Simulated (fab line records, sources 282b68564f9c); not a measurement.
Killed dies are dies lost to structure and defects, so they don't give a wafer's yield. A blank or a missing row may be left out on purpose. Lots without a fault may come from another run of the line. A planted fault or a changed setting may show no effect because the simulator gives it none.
fab line records | flow rit_cmos
record lots=5 wafers=15 last_day=7
route steps=202 shown NLDD@105 PLDD@114 SPACER@125
lots that met no fault: from a run of the same line without faults
start_h: hours from the record's first day to the start of the lot's first wafer shown | wait_h: hours since the lot's step before | " the same as in the row above | L1.1+2: a row that stands for several wafers | - no value, or no start given | * or withheld: withheld | < > ~ a bound
route shown NAME@n: a module of which the file shows steps, and the number in the route of the first | usual: mean/standard deviation of fault-free wafers | same: alike in all rows | chamber/n: place in a boat | sites: the reading at each site | _std_site: their standard deviation | _edge_site: outer sites' mean less inner sites' | radius_mm: how far each site lies from the wafer's centre | mask NAME#n: copy n | behind: the tool/chamber that last shaped the wafer | hold: why the lot was held/for how many hours/how that ended | device: the transistor (n, p or np) that didn't switch | end of line: the same wafers' tests at the end of the route | a step without rows: its recipe alone | killed: dies lost to structure and defects at the first sort, not the wafer's yield | map: a wafer's dies, x killed, . not, _ none there
set.NAME: the setting as run; set.NAME@STEP: as run at that earlier step | model.NAME: the simulator's own value behind a step, which no gauge read
lots at some steps of the route; a table a step, a row a wafer
services: from which hour (start_h, from the record's first day; less than 0 if before it) a tool's chamber was out of use, for how many hours, and why
## steps
# step RIT_NLDD_SOFTBAKE_02
# recipe resist=NOVOLAK temp_c=90 time_s=60
# step RIT_NLDD_EXPOSE_03
# recipe mask_id=M7 na=0.57 target_cd_nm=40700 dose_mj=250
# step RIT_NLDD_PEB_04
# recipe resist=NOVOLAK temp_c=withheld time_s=withheld
# step RIT_NLDD_DEVELOP_05
# recipe resist=NOVOLAK develop_time_s=50 dev_temp_c=23
# step RIT_NLDD_OVL_MEAS_06
# usual NLDD_OVL=-0.6/1.5
# columns lot.wafer tool chamber start_h wait_h NLDD_OVL[nm]
L474.1 overlay-01 - 64.84 - 0.9
L474.2 " - " " 0.3
L474.6 " - " " 0.4
L478.2 overlay-01 - 82.05 - -1.1
L478.3 " - " " 0.5
L478.4 " - " " 0.7
L483.3 overlay-01 - 107.01 - -1.6
L483.4 " - " " 0.6
L483.6 " - " " 1.1
L489.2 overlay-01 - 137.93 - -0.8
L489.4 " - " " -2.0
L489.5 " - " " -2.2
L491.3 overlay-02 - 152.26 - -2.8
L491.4 " - " " -1.7
L491.6 " - " " -2.2
# step RIT_NLDD_HARDBAKE_07
# recipe resist=NOVOLAK temp_c=140 time_s=60
# step RIT_NLDD_IMPLANT_08
# recipe species=P energy_kev=20 dose_cm2=5.102e+14 tilt_deg=7
# step RIT_NLDD_STRIP_09
# recipe chemistry=O2 time_s=180 resist=NOVOLAK platen_temp_c=withheld power_w=500 pressure_mtorr=4000 o2_flow_sccm=4000
# usual drypump_motor_current_A=5.5/0.38
# columns lot.wafer tool chamber start_h wait_h drypump_motor_current_A rf_hours_counter_h
L474.1 plasma_asher-01 1 65.18 0.1 6.2 42
L474.2 " 0 " " 5.3 42
L474.6 " 0 " " 5.3 -
L478.2 plasma_asher-04 0 82.38 0.1 5.7 29
L478.3 " 1 " " 5.3 -
L478.4 " 0 " " 5.7 -
L483.3 plasma_asher-03 0 107.39 0.1 5.0 -
L483.4 " 1 " " 5.8 -
L483.6 " 0 " " 5.0 -
L489.2 plasma_asher-03 0 138.26 0.1 4.9 50
L489.4 " 1 " " 5.8 -
L489.5 " 1 " " 5.8 -
L491.3 plasma_asher-04 1 152.64 0.1 5.3 -
L491.4 " 0 " " 5.7 -
L491.6 " 0 " " 5.7 -
# step RIT_NLDD_TW_MEAS_10
# usual NLDD_TW=2504/23
# columns lot.wafer tool chamber start_h wait_h NLDD_TW
L474.1 film_metro-04 - 65.35 0.1 2483
L474.2 " - " " 2487
L474.6 " - " " 2470
L478.2 film_metro-04 - 82.57 0.1 2486
L478.3 " - " " 2485
L478.4 " - " " 2480
L483.3 film_metro-01 - 107.53 0.1 2527
L483.4 " - " " 2529
L483.6 " - " " 2532
L489.2 film_metro-04 - 138.45 0.1 2494
L489.4 " - " " 2502
L489.5 " - " " 2497
L491.3 film_metro-02 - 152.78 0.1 2501
L491.4 " - " " 2511
L491.6 " - " " 2512
# step RIT_PLDD_HMDS_00
# recipe prime_time_s=60 prime_temp_c=140
# step RIT_PLDD_COAT_01
# recipe resist=NOVOLAK spin_rpm=3250 resist_thk_nm=1000
# step RIT_PLDD_SOFTBAKE_02
# recipe resist=NOVOLAK temp_c=90 time_s=60
# step RIT_PLDD_EXPOSE_03
# recipe mask_id=M8 na=0.57 target_cd_nm=40900 dose_mj=250
# columns lot.wafer tool chamber start_h wait_h mask
L474.1+2+6 iline_stepper-02 0 65.99 0.2 M8#0
L478.2+3+4 iline_stepper-01 0 83.09 0.1 M7#0
L483.3+4+6 iline_stepper-02 0 108.18 0.2 M8#0
L489.2+4+5 iline_stepper-01 0 139.09 0.2 M8#0
L491.3+4+6 iline_stepper-02 0 153.44 0.2 M8#0
# step RIT_PLDD_PEB_04
# recipe resist=NOVOLAK temp_c=withheld time_s=withheld
# step RIT_PLDD_DEVELOP_05
# recipe resist=NOVOLAK develop_time_s=50 dev_temp_c=23
# step RIT_PLDD_OVL_MEAS_06
# usual PLDD_OVL=0.1/1.4
# columns lot.wafer tool chamber start_h wait_h PLDD_OVL[nm]
L474.1 overlay-02 - 66.39 - -0.8
L474.2 " - " " -3.0
L474.6 " - " " -1.1
L478.2 overlay-01 - 83.47 - -
L478.3 " - " " -
L478.4 " - " " -
L483.3 overlay-01 - 108.55 - 1.1
L483.4 " - " " -2.6
L483.6 " - " " 0.3
L489.2 overlay-01 - 139.48 - 2.2
L489.4 " - " " 2.1
L489.5 " - " " 2.8
L491.3 overlay-02 - 154.05 - -0.8
L491.4 " - " " 0.3
L491.6 " - " " 0.1
# step RIT_PLDD_HARDBAKE_07
# recipe resist=NOVOLAK temp_c=140 time_s=60
# step RIT_PLDD_IMPLANT_08
# recipe species=BF2 energy_kev=20 dose_cm2=9e+14 tilt_deg=7
# step RIT_PLDD_STRIP_09
# recipe chemistry=O2 time_s=180 resist=NOVOLAK platen_temp_c=withheld power_w=500 pressure_mtorr=4000 o2_flow_sccm=4120
# usual drypump_motor_current_A=5.7/0.37
# columns lot.wafer tool chamber start_h wait_h drypump_motor_current_A rf_hours_counter_h
L474.1 plasma_asher-01 0 66.73 0.1 5.3 42
L474.2 " 1 " " 6.3 42
L474.6 " 0 " " 5.3 -
L478.2 plasma_asher-01 0 83.80 0.1 5.4 43
L478.3 " 1 " " 6.2 -
L478.4 " 0 " " 5.3 -
L483.3 plasma_asher-02 0 108.94 0.1 6.0 -
L483.4 " 1 " " 5.7 -
L483.6 " 0 " " 6.0 -
L489.2 plasma_asher-01 1 139.81 0.1 6.2 2
L489.4 " 1 " " 6.2 -
L489.5 " 0 " " 5.3 -
L491.3 plasma_asher-03 0 154.44 0.1 5.0 -
L491.4 " 1 " " 5.8 -
L491.6 " 0 " " 4.9 -
# step RIT_PLDD_TW_MEAS_10
# usual PLDD_TW=2342/22
# columns lot.wafer tool chamber start_h wait_h PLDD_TW
L474.1 film_metro-01 - 66.90 0.1 2362
L474.2 " - " " 2357
L474.6 " - " " 2357
L478.2 film_metro-02 - 83.99 0.1 30
L478.3 " - " " 30
L478.4 " - " " 30
L483.3 film_metro-01 - 109.07 0.1 2364
L483.4 " - " " 2371
L483.6 " - " " 2375
L489.2 film_metro-04 - 139.99 0.1 2343
L489.4 " - " " 2336
L489.5 " - " " 2352
L491.3 film_metro-04 - 154.57 0.1 2329
L491.4 " - " " 2327
L491.6 " - " " 2320
# step RIT_SPACER_CLEAN_00
# recipe chemistry=SC1 mix=3:3:50 time_s=600 temp_c=75
## services
# columns tool chamber start_h hours kind
iline_stepper-02 - 58.13 2.1 pm
iline_stepper-02 - 60.22 - consumable_replace:lamp
iline_stepper-01 0 79.40 - calibration
iline_stepper-02 - 96.92 3.0 repair
iline_stepper-01 - 107.89 1.7 pm
plasma_asher-01 - 108.75 9.0 pm
plasma_asher-01 0 108.75 9.0 vent_cycle
plasma_asher-01 1 108.75 9.0 vent_cycle
plasma_asher-01 0 117.75 - clean
plasma_asher-01 1 117.75 - clean
plasma_asher-04 - 130.92 14.6 repair
iline_stepper-02 0 136.38 - calibration
## key
first_sign step=RIT_PLDD_EXPOSE_03 reading=mask direction=changed
effect step=RIT_PLDD_OVL_MEAS_06 reading=PLDD_OVL direction=missing
effect step=RIT_PLDD_TW_MEAS_10 reading=PLDD_TW direction=down sigmas=99+ usual=2342 struck=30
met_at RIT_PLDD_EXPOSE_03
struck_wafers L478.2,L478.3,L478.4
sort_left_out L478.2,L478.3,L478.4
tester_left_out L478
fault kind=wrong_mask tool=any chamber=- onset_h=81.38 steps=RIT_PLDD_EXPOSE_03 aux_copy=M7#0 scope=struck_lots_only
# tester_left_out: of these lots the tester's yield and bins aren't shown, on N5 and GAA mostly nor the transistor test; their killed dies are dies lost to structure and defects alone, not to doping, threshold or leakage, so they don't give the yield
# sort_left_out: the simulated sort isn't trusted on such a fault, so these wafers' sort isn't shown, and their yield isn't known
